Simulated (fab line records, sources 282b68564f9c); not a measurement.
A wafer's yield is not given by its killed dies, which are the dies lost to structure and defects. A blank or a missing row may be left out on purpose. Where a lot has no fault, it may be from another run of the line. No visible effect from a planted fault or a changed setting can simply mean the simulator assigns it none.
fab line records	flow rit-cmos
[record] lots = 6	wafers = 18	last-day = 8
route steps=202 shown NLDD@110 PLDD@114 SPACER@125 NSD@131 PSD@142 M1@202
lots untouched by any fault: they come from a run of this same line in which no faults occurred
start-h: hours from the record's first day to the start of the lot's first wafer shown	wait-h: how many hours have passed since the lot's step before this one	" as in the row above	L1.1+2: several wafers, shown together as one row	- no value present, or no start provided	* or withheld: withheld	< > ~ a bound
route shown NAME@n: NAME is a module with steps in the file, n the number in the route of the first one	usual: mean/standard deviation taken from wafers without a fault	same: alike in all rows	chamber/n: place in a boat	sites: readings site by site	_std_site: standard deviation of those values	_edge_site: the outer-site mean with the inner-site mean subtracted	radius-mm: how far each site lies from the wafer's centre	mask NAME#n: copy n	behind: the tool/chamber that last shaped the wafer	hold: reason for holding the lot/hours on hold/outcome of the hold	device: whichever transistor did not switch (one of n, p or np)	end of line: tests of these same wafers at the route's end	step lacking rows: just its recipe	killed: dies lost to structure and defects at the first sort, not the wafer's yield	map: dies across one wafer; x = killed, . = not, _ = none there
set.NAME: the run value of the setting; set.NAME@STEP: its run value at that earlier step	model.NAME: the simulator's own value behind a step, which no gauge read
a table for each step, a row for each wafer; lots at some steps of the route
services: when a tool's chamber went out of use (start-h, in hours from the record's first day, below 0 if earlier), for how many hours, and the reason
[[steps]]
[step RIT_NLDD_HARDBAKE_07]
[recipe] resist = NOVOLAK	temp-c = 140	time-s = 60
[step RIT_NLDD_IMPLANT_08]
[recipe] species = P	energy-kev = 20	dose-cm2 = 5e+14	tilt-deg = 7
[step RIT_NLDD_STRIP_09]
[recipe] chemistry = O2	time-s = 180	resist = NOVOLAK	platen-temp-c = withheld	power-w = 500	pressure-mtorr = 4000	o2-flow-sccm = 4000
[usual] drypump-motor-current-A = 5.98/0.25	rf-refl-power-W = 7.2/1.1
lot.wafer	tool	chamber	start-h	wait-h	drypump-motor-current-A	rf-hours-counter-h	rf-refl-power-W
L576.2	plasma-asher-03	0	67.65	0.1	6.42	30	8.0
L576.3	"	1	"	"	5.92	-	7.8
L576.6	"	1	"	"	5.91	-	8.1
L578.1	plasma-asher-04	0	79.40	0.1	5.78	44	5.9
L578.2	"	1	"	"	5.91	44	6.4
L578.6	"	1	"	"	5.87	-	6.1
L588.4	plasma-asher-04	0	130.15	0.1	5.79	-	5.8
L588.5	"	1	"	"	5.88	-	6.5
L588.6	"	0	"	"	5.79	-	5.6
L589.1	plasma-asher-02	1	144.23	0.1	5.62	47	9.4
L589.2	"	0	"	"	5.81	47	6.6
L589.6	"	1	"	"	5.62	-	9.7
L590.1	plasma-asher-03	0	151.23	0.1	6.41	38	7.5
L590.4	"	1	"	"	5.94	-	8.0
L590.5	"	0	"	"	6.37	-	8.1
L594.1	plasma-asher-03	1	173.08	0.1	5.94	40	7.8
L594.4	"	1	"	"	5.93	-	7.8
L594.5	"	0	"	"	6.41	-	7.6
[step RIT_NLDD_TW_MEAS_10]
[usual] NLDD_TW = 2497/21
lot.wafer	tool	chamber	start-h	wait-h	NLDD_TW
L576.2	film-metro-02	-	67.84	0.1	2498
L576.3	"	-	"	"	2483
L576.6	"	-	"	"	2484
L578.1	film-metro-02	-	79.57	0.1	2492
L578.2	"	-	"	"	2488
L578.6	"	-	"	"	2498
L588.4	film-metro-04	-	130.30	0.1	2462
L588.5	"	-	"	"	2479
L588.6	"	-	"	"	2473
L589.1	film-metro-04	-	144.41	0.1	2479
L589.2	"	-	"	"	2494
L589.6	"	-	"	"	2473
L590.1	film-metro-03	-	151.40	0.1	2499
L590.4	"	-	"	"	2512
L590.5	"	-	"	"	2520
L594.1	film-metro-04	-	173.26	0.1	2479
L594.4	"	-	"	"	2463
L594.5	"	-	"	"	2470
[step RIT_PLDD_HMDS_00]
[recipe] prime-time-s = 60	prime-temp-c = 140
[step RIT_PLDD_COAT_01]
[recipe] resist = NOVOLAK	spin-rpm = 3250	resist-thk-nm = 1000
[step RIT_PLDD_SOFTBAKE_02]
[recipe] resist = NOVOLAK	temp-c = 90	time-s = 60
[step RIT_PLDD_EXPOSE_03]
[recipe] mask-id = M8	na = 0.57	target-cd-nm = 40900	dose-mj = 250
[step RIT_PLDD_PEB_04]
[recipe] resist = NOVOLAK	temp-c = withheld	time-s = withheld
[step RIT_PLDD_DEVELOP_05]
[recipe] resist = NOVOLAK	develop-time-s = 50	dev-temp-c = 23
[step RIT_PLDD_OVL_MEAS_06]
[usual] PLDD_OVL = -0.2/1.4
lot.wafer	tool	chamber	start-h	wait-h	PLDD_OVL[nm]
L576.2	overlay-02	-	68.74	-	0.1
L576.3	"	-	"	"	-1.1
L576.6	"	-	"	"	-0.5
L578.1	overlay-01	-	80.61	-	-2.2
L578.2	"	-	"	"	0.3
L578.6	"	-	"	"	-0.8
L588.4	overlay-02	-	131.32	-	3.4
L588.5	"	-	"	"	1.0
L588.6	"	-	"	"	0.8
L589.1	overlay-01	-	145.44	-	2.6
L589.2	"	-	"	"	0.5
L589.6	"	-	"	"	0.9
L590.1	overlay-01	-	152.44	-	0.2
L590.4	"	-	"	"	0.3
L590.5	"	-	"	"	1.7
L594.1	overlay-01	-	174.39	-	1.8
L594.4	"	-	"	"	0.3
L594.5	"	-	"	"	1.0
[step RIT_PLDD_HARDBAKE_07]
[recipe] resist = NOVOLAK	temp-c = 140	time-s = 60
[step RIT_PLDD_IMPLANT_08]
[recipe] species = BF2	energy-kev = 20	dose-cm2 = 9e+14	tilt-deg = 7
[usual] dose-ions-cm2 = 8.999e+14/8.7e+11	end-station-pressure-torr = 7.2e-06/3.5e-07	faraday-current-uA = 2831/53
lot.wafer	tool	chamber	start-h	wait-h	dose-ions-cm2	end-station-pressure-torr	faraday-current-uA
L576.2	implanter-04	0	68.95	0.1	9.001e+14	7e-06	2872
L576.3	"	0	"	"	8.988e+14	7.2e-06	2962
L576.6	"	0	"	"	9.001e+14	7.6e-06	2769
L578.1	implanter-01	0	80.79	0.1	9e+14	7.4e-06	2726
L578.2	"	0	"	"	9.009e+14	6.9e-06	2835
L578.6	"	0	"	"	9.014e+14	7.7e-06	2774
L588.4	implanter-04	0	131.57	0.1	1.4403e+15	8.1e-06	4612
L588.5	"	0	"	"	1.4413e+15	8.7e-06	4555
L588.6	"	0	"	"	1.4402e+15	8.4e-06	4432
L589.1	implanter-04	0	145.63	0.1	1.4375e+15	8.9e-06	4592
L589.2	"	0	"	"	1.4394e+15	9e-06	4638
L589.6	"	0	"	"	1.439e+15	9.3e-06	4389
L590.1	implanter-02	0	152.63	0.1	8.994e+14	7.5e-06	2847
L590.4	"	0	"	"	9e+14	7.7e-06	2878
L590.5	"	0	"	"	8.991e+14	7e-06	2890
L594.1	implanter-01	0	174.58	0.1	9.001e+14	6.7e-06	2850
L594.4	"	0	"	"	8.999e+14	7.5e-06	2796
L594.5	"	0	"	"	9.011e+14	7.6e-06	2816
[step RIT_PLDD_STRIP_09]
[recipe] chemistry = O2	time-s = 180	resist = NOVOLAK	platen-temp-c = withheld	power-w = 500	pressure-mtorr = 4000	o2-flow-sccm = 4000
[usual] drypump-motor-current-A = 5.8/0.47	rf-refl-power-W = 7.8/0.96
lot.wafer	tool	chamber	start-h	wait-h	drypump-motor-current-A	rf-hours-counter-h	rf-refl-power-W
L576.2	plasma-asher-02	1	69.07	0.1	5.6	41	9.3
L576.3	"	1	"	"	5.6	-	9.6
L576.6	"	1	"	"	5.6	-	9.6
L578.1	plasma-asher-02	1	80.94	0.1	5.6	42	9.8
L578.2	"	0	"	"	5.8	42	6.5
L578.6	"	0	"	"	5.8	-	6.5
L588.4	plasma-asher-01	0	131.70	0.1	4.7	-	7.9
L588.5	"	1	"	"	6.0	-	7.1
L588.6	"	0	"	"	4.7	-	7.9
L589.1	plasma-asher-01	1	145.78	0.1	6.0	47	7.5
L589.2	"	0	"	"	4.8	47	7.6
L589.6	"	0	"	"	4.7	-	7.8
L590.1	plasma-asher-02	0	152.78	0.1	5.8	47	6.6
L590.4	"	1	"	"	5.6	-	9.4
L590.5	"	1	"	"	5.6	-	9.8
L594.1	plasma-asher-02	0	174.73	0.1	5.8	50	6.5
L594.4	"	0	"	"	5.8	-	6.5
L594.5	"	0	"	"	5.8	-	6.5
[step RIT_PLDD_TW_MEAS_10]
[usual] PLDD_TW = 2354/20
lot.wafer	tool	chamber	start-h	wait-h	PLDD_TW
L576.2	film-metro-04	-	69.26	0.1	2329
L576.3	"	-	"	"	2343
L576.6	"	-	"	"	2334
L578.1	film-metro-02	-	81.12	0.1	2353
L578.2	"	-	"	"	2361
L578.6	"	-	"	"	2360
L588.4	film-metro-03	-	131.85	0.1	2673
L588.5	"	-	"	"	2682
L588.6	"	-	"	"	2667
L589.1	film-metro-02	-	145.95	0.1	2633
L589.2	"	-	"	"	2627
L589.6	"	-	"	"	2618
L590.1	film-metro-02	-	152.95	0.1	2344
L590.4	"	-	"	"	2353
L590.5	"	-	"	"	2368
L594.1	film-metro-02	-	174.90	0.1	2335
L594.4	"	-	"	"	2333
L594.5	"	-	"	"	2337
[step RIT_SPACER_CLEAN_00]
[recipe] chemistry = SC1	mix = 3:3:50	time-s = 600	temp-c = 75
[step RIT_SPACER_CLEAN_01]
[recipe] chemistry = dHF	dilution = 50:1	time-s = 30
[step RIT_SPACER_CLEAN_02]
[recipe] chemistry = SC2	mix = 3:3:50	time-s = 600	temp-c = 75	dry = n2-spin
[step RIT_SPACER_CVD_03]
[recipe] material = Si3N4	target-thk-nm = 250	temp-c = 810	precursor = SiH2Cl2/NH3	time-s = 3300	pressure-mtorr = 300	sih2cl2-flow-sccm = 60	nh3-flow-sccm = 150
[step RIT_SPACER_THK_MEAS_04]
[recipe] reads = Si3N4_of_SPACER_CVD_03
[usual] SPACER_NITRIDE_THK = 249.0/2.5
lot.wafer	tool	chamber	start-h	wait-h	SPACER_NITRIDE_THK[nm]
L576.2	film-metro-02	-	71.60	0.0	248.4
L576.3	"	-	"	"	247.8
L576.6	"	-	"	"	246.8
L578.1	film-metro-04	-	83.46	0.0	252.5
L578.2	"	-	"	"	251.8
L578.6	"	-	"	"	252.1
L588.4	film-metro-01	-	134.24	0.0	250.6
L588.5	"	-	"	"	251.8
L588.6	"	-	"	"	251.1
L589.1	film-metro-02	-	148.30	0.0	253.8
L589.2	"	-	"	"	251.8
L589.6	"	-	"	"	252.1
L590.1	film-metro-04	-	155.33	0.0	251.6
L590.4	"	-	"	"	250.5
L590.5	"	-	"	"	249.9
L594.1	film-metro-04	-	177.99	0.0	246.9
L594.4	"	-	"	"	248.3
L594.5	"	-	"	"	248.8
[step RIT_SPACER_ETCHBACK_05]
[recipe] target-depth-a = 2500	SF6_flow_sccm = 30	CHF3_flow_sccm = 30	target = Si3N4	chemistry = SF6/CHF3	pressure-mtorr = 40	rf-w = 250	time-s = 240	stop-on = SiO2
[usual] drypump-motor-current-A = 5.4/0.36	oes-product-au = 0.840/0.015	throttle-valve-pct = 10.27/0.15
lot.wafer	tool	chamber	start-h	wait-h	drypump-motor-current-A	oes-product-au	rf-hours-counter-h	throttle-valve-pct
L576.2	rie-diel-02	0	71.65	0.0	5.4	0.820	69	10.24
L576.3	"	1	"	"	5.3	0.850	43	10.27
L576.6	"	1	"	"	5.4	0.842	-	10.27
L578.1	rie-diel-02	1	83.52	0.1	5.4	0.862	43	10.27
L578.2	"	2	"	"	4.7	0.862	16	10.36
L578.6	"	1	"	"	5.4	0.856	-	10.28
L588.4	rie-diel-04	2	134.27	0.0	6.1	0.853	1	10.27
L588.5	"	2	"	"	6.1	0.851	-	10.28
L588.6	"	1	"	"	5.8	0.834	-	9.98
L589.1	rie-diel-02	1	148.36	0.1	5.4	0.862	44	10.28
L589.2	"	3	"	"	4.9	0.831	143	10.56
L589.6	"	3	"	"	4.9	0.844	-	10.55
L590.1	rie-diel-02	2	155.39	0.1	4.7	0.866	18	10.37
L590.4	"	0	"	"	5.4	0.831	70	10.24
L590.5	"	3	"	"	4.9	0.833	-	10.57
L594.1	rie-diel-03	3	178.05	0.1	5.8	0.856	102	10.25
L594.4	"	0	"	"	5.3	0.821	140	10.03
L594.5	"	1	"	"	5.3	0.835	-	10.54
[step RIT_NSD_HMDS_00]
[recipe] prime-time-s = 60	prime-temp-c = 140
[step RIT_NSD_COAT_01]
[recipe] resist = NOVOLAK	spin-rpm = 3250	resist-thk-nm = 1000
[step RIT_NSD_SOFTBAKE_02]
[recipe] resist = NOVOLAK	temp-c = 90	time-s = 60
[step RIT_NSD_EXPOSE_03]
[recipe] mask-id = M9	na = 0.57	target-cd-nm = 40700	dose-mj = 250
[step RIT_NSD_PEB_04]
[recipe] resist = NOVOLAK	temp-c = withheld	time-s = withheld
[step RIT_NSD_DEVELOP_05]
[recipe] resist = NOVOLAK	develop-time-s = 50	dev-temp-c = 23
[step RIT_NSD_OVL_MEAS_06]
[usual] NSD_OVL = -0.5/1.2
lot.wafer	tool	chamber	start-h	wait-h	NSD_OVL[nm]
L576.2	overlay-02	-	72.66	-	-0.8
L576.3	"	-	"	"	1.3
L576.6	"	-	"	"	0.0
L578.1	overlay-02	-	84.52	-	0.6
L578.2	"	-	"	"	-1.3
L578.6	"	-	"	"	0.5
L588.4	overlay-02	-	135.41	-	1.3
L588.5	"	-	"	"	-0.8
L588.6	"	-	"	"	1.6
L589.1	overlay-02	-	149.48	-	0.5
L589.2	"	-	"	"	1.5
L589.6	"	-	"	"	0.5
L590.1	overlay-02	-	156.43	-	0.1
L590.4	"	-	"	"	-0.3
L590.5	"	-	"	"	0.7
L594.1	overlay-02	-	179.05	-	1.7
L594.4	"	-	"	"	0.4
L594.5	"	-	"	"	-1.8
[step RIT_NSD_HARDBAKE_07]
[recipe] resist = NOVOLAK	temp-c = 140	time-s = 60
[step RIT_NSD_IMPLANT_08]
[recipe] species = P	energy-kev = 25	dose-cm2 = 1e+15	tilt-deg = 7
[step RIT_NSD_STRIP_09]
[recipe] chemistry = O2	time-s = 180	resist = NOVOLAK	platen-temp-c = withheld	power-w = 500	pressure-mtorr = 4000	o2-flow-sccm = 4000
[usual] drypump-motor-current-A = 5.6/0.44	rf-refl-power-W = 7.1/1.2
lot.wafer	tool	chamber	start-h	wait-h	drypump-motor-current-A	rf-hours-counter-h	rf-refl-power-W
L576.2	plasma-asher-02	0	73.01	0.1	5.8	41	6.5
L576.3	"	0	"	"	5.8	-	6.4
L576.6	"	1	"	"	5.6	-	9.4
L578.1	plasma-asher-01	1	84.86	0.1	6.0	40	7.5
L578.2	"	0	"	"	4.7	40	7.9
L578.6	"	1	"	"	6.0	-	7.6
L588.4	plasma-asher-04	1	135.79	0.1	5.9	-	6.2
L588.5	"	1	"	"	5.9	-	6.2
L588.6	"	0	"	"	5.8	-	6.0
L589.1	plasma-asher-01	1	149.82	0.1	6.0	47	7.5
L589.2	"	0	"	"	4.7	47	7.8
L589.6	"	1	"	"	6.0	-	7.4
L590.1	plasma-asher-01	0	156.77	0.1	4.8	48	8.2
L590.4	"	1	"	"	6.0	-	7.5
L590.5	"	0	"	"	4.7	-	8.0
L594.1	plasma-asher-04	1	179.39	0.1	5.8	5	6.7
L594.4	"	1	"	"	5.9	-	6.2
L594.5	"	1	"	"	5.9	-	6.2
[step RIT_NSD_TW_MEAS_10]
[usual] NSD_TW = 3132/26
lot.wafer	tool	chamber	start-h	wait-h	NSD_TW
L576.2	film-metro-02	-	73.20	0.1	3143
L576.3	"	-	"	"	3158
L576.6	"	-	"	"	3132
L578.1	film-metro-04	-	85.03	0.1	3121
L578.2	"	-	"	"	3121
L578.6	"	-	"	"	3129
L588.4	film-metro-04	-	135.93	0.1	3120
L588.5	"	-	"	"	3105
L588.6	"	-	"	"	3110
L589.1	film-metro-04	-	149.99	0.1	3111
L589.2	"	-	"	"	3102
L589.6	"	-	"	"	3113
L590.1	film-metro-04	-	156.94	0.1	3116
L590.4	"	-	"	"	3112
L590.5	"	-	"	"	3110
L594.1	film-metro-04	-	179.56	0.1	3111
L594.4	"	-	"	"	3109
L594.5	"	-	"	"	3098
[step RIT_PSD_HMDS_00]
[recipe] prime-time-s = 60	prime-temp-c = 140
[step RIT_PSD_COAT_01]
[recipe] resist = NOVOLAK	spin-rpm = 3250	resist-thk-nm = 1000
[step RIT_PSD_SOFTBAKE_02]
[recipe] resist = NOVOLAK	temp-c = 90	time-s = 60
[step RIT_PSD_EXPOSE_03]
[recipe] mask-id = M10	na = 0.57	target-cd-nm = 40900	dose-mj = 250
[step RIT_PSD_PEB_04]
[recipe] resist = NOVOLAK	temp-c = withheld	time-s = withheld
[step RIT_PSD_DEVELOP_05]
[recipe] resist = NOVOLAK	develop-time-s = 50	dev-temp-c = 23
[step RIT_PSD_OVL_MEAS_06]
[usual] PSD_OVL = 0.3/1.6
lot.wafer	tool	chamber	start-h	wait-h	PSD_OVL[nm]
L576.2	overlay-01	-	74.23	-	0.3
L576.3	"	-	"	"	-0.1
L576.6	"	-	"	"	0.9
L578.1	overlay-02	-	86.22	-	0.5
L578.2	"	-	"	"	0.6
L578.6	"	-	"	"	0.7
L588.4	overlay-01	-	137.02	-	-2.6
L588.5	"	-	"	"	-3.4
L588.6	"	-	"	"	-1.6
L589.1	overlay-02	-	151.03	-	2.4
L589.2	"	-	"	"	3.5
L589.6	"	-	"	"	1.6
L590.1	overlay-01	-	157.98	-	1.1
L590.4	"	-	"	"	-0.1
L590.5	"	-	"	"	1.2
L594.1	overlay-02	-	180.47	-	1.8
L594.4	"	-	"	"	0.0
L594.5	"	-	"	"	-0.1
[step RIT_PSD_HARDBAKE_07]
[recipe] resist = NOVOLAK	temp-c = 140	time-s = 60
[step RIT_PSD_IMPLANT_08]
[recipe] species = BF2	energy-kev = 27	dose-cm2 = 5e+15	tilt-deg = 7
[step RIT_PSD_STRIP_09]
[recipe] chemistry = O2	time-s = 180	resist = NOVOLAK	platen-temp-c = withheld	power-w = 500	pressure-mtorr = 4000	o2-flow-sccm = 4000
[usual] drypump-motor-current-A = 5.8/0.46	rf-refl-power-W = 6.9/0.99
lot.wafer	tool	chamber	start-h	wait-h	drypump-motor-current-A	rf-hours-counter-h	rf-refl-power-W
L576.2	plasma-asher-04	1	74.56	0.1	5.9	44	6.0
L576.3	"	1	"	"	5.9	-	5.8
L576.6	"	1	"	"	5.9	-	6.4
L578.1	plasma-asher-04	0	86.56	0.1	5.8	45	6.1
L578.2	"	1	"	"	5.9	45	6.1
L578.6	"	1	"	"	5.9	-	6.2
L588.4	plasma-asher-03	1	137.39	0.1	6.0	-	8.3
L588.5	"	1	"	"	6.0	-	8.1
L588.6	"	0	"	"	6.4	-	7.6
L589.1	plasma-asher-01	0	151.36	0.1	4.7	47	7.7
L589.2	"	1	"	"	6.0	47	7.3
L589.6	"	0	"	"	4.7	-	7.6
L590.1	plasma-asher-03	1	158.32	0.1	6.0	39	8.0
L590.4	"	0	"	"	6.4	-	7.7
L590.5	"	0	"	"	6.4	-	8.1
L594.1	plasma-asher-01	1	180.81	0.1	6.0	50	7.4
L594.4	"	0	"	"	4.7	-	7.8
L594.5	"	0	"	"	4.7	-	8.0
[step RIT_SDANNEAL_RS_MEAS_06]
[recipe] thk-meas-gauge = four-point-probe
[usual] PLDD_RS = 178.8/0.48
lot.wafer	tool	chamber	start-h	wait-h	PLDD_RS[ohm/sq]
L576.2	film-metro-03	-	75.51	0.1	179.5
L576.3	"	-	"	"	179.2
L576.6	"	-	"	"	178.4
L578.1	film-metro-02	-	87.46	0.1	178.9
L578.2	"	-	"	"	178.7
L578.6	"	-	"	"	178.9
L588.4	film-metro-04	-	138.30	0.1	157.3
L588.5	"	-	"	"	157.5
L588.6	"	-	"	"	157.3
L589.1	film-metro-02	-	152.26	0.1	157.8
L589.2	"	-	"	"	157.4
L589.6	"	-	"	"	158.0
L590.1	film-metro-02	-	159.22	0.1	178.4
L590.4	"	-	"	"	178.6
L590.5	"	-	"	"	178.6
L594.1	film-metro-03	-	181.74	0.1	179.4
L594.4	"	-	"	"	179.5
L594.5	"	-	"	"	179.3
[step RIT_M1_PROBE_99]
[usual] killed-at-contacts = 0.0/0.22	killed-at-front-end = 6.6/2.7	killed-dies = 6.7/2.7	killed-open = 3.4/2	killed-short = 3.2/1.8
[same] gross-dies = 264	killed_at_M0_to_M3 = 0	killed_at_M4_up = 0	killed-at-back-side = 0	killed-at-other = 0
lot.wafer	tool	chamber	start-h	wait-h	killed-at-contacts	killed-at-front-end	killed-dies	killed-open	killed-short	model.etest.pmos-turned.r-on-ohm-um	model.etest.pmos_0p3.r-on-ohm-um	model.etest.pmos_0p15.r-on-ohm-um	model.etest.pldd.rs-ohm-sq	model.etest.pldd.line-ohm-um	model.etest.pmos-turned.drive-ua-um	model.etest.pmos_0p15.drive-ua-um	model.etest.pmos_0p3.drive-ua-um
L576.2	prober-02	-	82.70	0.1	0	6	6	3	3	3542	6346	2838	534.1	169.6	184.3	248.8	100.1
L576.3	prober-02	-	82.75	0.2	0	6	6	3	3	3491	6313	2785	547.8	172.1	183.8	252.8	100.7
L576.6	prober-02	-	82.90	0.2	0	5	5	5	0	3524	6314	2809	552.6	176.1	180.7	251	100.7
L578.1	prober-02	-	94.60	0.1	0	7	7	5	2	3481	6456	2763	526.7	166.6	185.7	256.9	97.38
L578.2	prober-02	-	94.65	0.1	0	5	5	4	1	3521	6317	2741	555.2	175.8	180.7	260.9	101.6
L578.6	prober-02	-	94.85	0.2	0	6	6	3	3	3535	6457	2795	545.8	172.1	182.7	256.8	98.34
L588.4	prober-02	-	146.81	0.2	0	6	6	5	1	3281	6253	2679	356.1	110.5	201.5	259.3	101.3
L588.5	prober-02	-	146.86	0.2	1	5	6	4	2	3174	6149	2600	343.8	109.2	210.3	270.8	103.2
L588.6	prober-02	-	146.91	0.2	0	5	5	2	3	3204	6076	2621	350.8	112.3	209.9	269.4	104.8
L589.1	prober-01	-	159.78	0.1	1	5	6	4	2	2931	5689	2372	348.9	110.5	234.9	302.9	116.1
L589.2	prober-01	-	159.83	0.1	0	4	4	1	3	3015	5796	2436	362	112.9	226.2	294.5	112.3
L589.6	prober-01	-	160.03	0.2	0	8	8	5	3	3020	5869	2455	362.7	114.4	223.8	291.7	110.9
L590.1	prober-02	-	166.38	0.1	0	8	8	4	4	3566	6306	2886	558.3	176.8	181.6	244	102.1
L590.4	prober-02	-	166.53	0.2	0	9	9	5	4	3591	6375	2911	548.2	172.9	179.3	242.3	100.5
L590.5	prober-02	-	166.58	0.2	0	11	11	6	5	3552	6318	2917	533.7	168.4	183.8	242.3	101.3
L594.1	prober-02	-	189.16	0.1	0	6	6	5	1	3604	6389	2921	515.2	162.6	180.1	244	100.6
L594.4	prober-02	-	189.31	0.2	0	5	5	2	3	3527	6312	2816	506.3	160.3	186.3	250.4	101.5
L594.5	prober-02	-	189.36	0.2	0	8	8	4	4	3544	6315	2866	507.4	160.5	182.8	246.5	100.3
// killed by level:class
L576.2 GATE:geometric-particle:short=2 GATE:geometric-particle:open=2 FOX1:geometric-particle:open=1 SPACER:geometric-particle:short=1
L576.3 GATE:geometric-particle:open=2 FOX1:geometric-particle:short=1 FOX2:geometric-particle:short=1 SPACER:geometric-particle:short=1 SILICIDE:geometric-particle:open=1
L576.6 FOX1:geometric-particle:open=2 REOX:geometric-particle:open=2 FOX2:geometric-particle:open=1
L578.1 GATE:geometric-particle:open=3 SILICIDE:geometric-particle:open=2 GATE:geometric-particle:short=1 SILICIDE:geometric-particle:short=1
L578.2 SPACER:geometric-particle:open=2 FOX2:geometric-particle:open=1 GATE:geometric-particle:open=1 SPACER:geometric-particle:short=1
L578.6 GATE:geometric-particle:open=2 GATE:geometric-particle:short=2 SPACER:geometric-particle:short=1 SPACER:geometric-particle:open=1
L588.4 GATE:geometric-particle:open=4 FOX2:geometric-particle:open=1 SILICIDE:geometric-particle:short=1
L588.5 GATE:geometric-particle:open=2 FOX2:geometric-particle:short=1 FOX2:geometric-particle:open=1 REOX:geometric-particle:open=1 CONTACT:geometric-particle:short=1
L588.6 SILICIDE:geometric-particle:short=2 GATE:geometric-particle:open=1 GATE:geometric-particle:short=1 SILICIDE:geometric-particle:open=1
L589.1 GATE:geometric-particle:open=2 FOX1:geometric-particle:open=1 REOX:geometric-particle:short=1 REOX:geometric-particle:open=1 CONTACT:geometric-particle:short=1
L589.2 FOX1:geometric-particle:short=1 FOX2:geometric-particle:short=1 GATE:geometric-particle:open=1 SPACER:geometric-particle:short=1
L589.6 REOX:geometric-particle:open=2 SILICIDE:geometric-particle:open=2 FOX1:geometric-particle:short=1 FOX1:geometric-particle:open=1 FOX2:geometric-particle:short=1 GATE:geometric-particle:short=1
L590.1 GATE:geometric-particle:short=3 GATE:geometric-particle:open=2 REOX:geometric-particle:open=1 REOX:geometric-particle:short=1 SILICIDE:geometric-particle:open=1
L590.4 GATE:geometric-particle:open=3 FOX1:geometric-particle:open=2 GATE:geometric-particle:short=2 FOX1:geometric-particle:short=1 REOX:geometric-particle:short=1
L590.5 GATE:geometric-particle:open=6 GATE:geometric-particle:short=2 SPACER:geometric-particle:short=2 REOX:geometric-particle:short=1
L594.1 GATE:geometric-particle:open=2 SPACER:geometric-particle:open=2 FOX1:geometric-particle:open=1 FOX2:geometric-particle:short=1
L594.4 ACTIVE:geometric-particle:short=1 GATE:geometric-particle:open=1 GATE:geometric-particle:short=1 SPACER:geometric-particle:open=1 SILICIDE:geometric-particle:short=1
L594.5 FOX1:geometric-particle:short=1 FOX2:geometric-particle:short=1 GATE:geometric-particle:open=1 GATE:geometric-particle:short=1 REOX:geometric-particle:open=1 SPACER:geometric-particle:short=1 SPACER:geometric-particle:open=1 SILICIDE:geometric-particle:open=1
[[services]]
tool	chamber	start-h	hours	kind
rie-diel-03	2	55.07	1.8	repair
rie-diel-02	3	55.30	32.9	repair
rie-diel-04	2	63.99	-	clean
rie-diel-04	2	63.99	14.8	scheduled-down
rie-diel-04	2	63.99	14.8	vent-cycle
implanter-01	-	70.07	1.7	repair
rie-diel-04	-	78.62	0.8	repair
rie-diel-03	1	81.68	-	clean
rie-diel-03	1	81.68	24.8	scheduled-down
rie-diel-03	1	81.68	24.8	vent-cycle
plasma-asher-02	-	83.87	14.6	pm
implanter-04	-	87.31	2.3	repair
rie-diel-02	0	89.08	2.4	repair
plasma-asher-01	-	103.33	0.4	repair
plasma-asher-04	-	108.75	9.0	pm
plasma-asher-04	0	108.75	9.0	vent-cycle
plasma-asher-04	1	108.75	9.0	vent-cycle
plasma-asher-04	0	117.75	-	clean
plasma-asher-04	1	117.75	-	clean
plasma-asher-04	-	146.74	1.6	repair
implanter-04	-	171.25	2.4	repair
plasma-asher-02	-	171.97	1.6	repair
implanter-02	-	177.92	5.7	pm
rie-diel-02	3	180.02	-	clean
[[key]]
[first-sign] step = RIT_PLDD_IMPLANT_08	reading = dose-ions-cm2	direction = up	sigmas = 99+	usual = 8.999e+14	struck = 1.4396e+15
[effect] step = RIT_PLDD_IMPLANT_08	reading = faraday-current-uA	direction = up	sigmas = 32	usual = 2831	struck = 4536
[effect] step = RIT_PLDD_TW_MEAS_10	reading = PLDD_TW	direction = up	sigmas = 15	usual = 2354	struck = 2650
[effect] step = RIT_SDANNEAL_RS_MEAS_06	reading = PLDD_RS	direction = down	sigmas = 44	usual = 178.8	struck = 157.5
[model-effect] step = RIT_M1_PROBE_99	value = etest.pmos-turned.r-on-ohm-um	without = 3395	struck = 3104
met-at RIT_PLDD_IMPLANT_08
struck-wafers L588.4,L588.5,L588.6,L589.1,L589.2,L589.6
tester-left-out L588,L589
onset-between 68.95 131.57
[fault] kind = process-parameter-drift	tool = implanter-04	chamber = -	onset-h = 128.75	steps = RIT_PLDD_IMPLANT_08	channel = dose-cm2	offset = 5.4e+14	shape = step	end-h = 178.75	acts-in = these-recipes-only	stated = 9e+14
// tester-left-out: of these lots the tester's yield and bins aren't shown, on N5 and GAA mostly nor the transistor test; their killed dies are dies lost to structure and defects alone, not to doping, threshold or leakage, so they don't give the yield
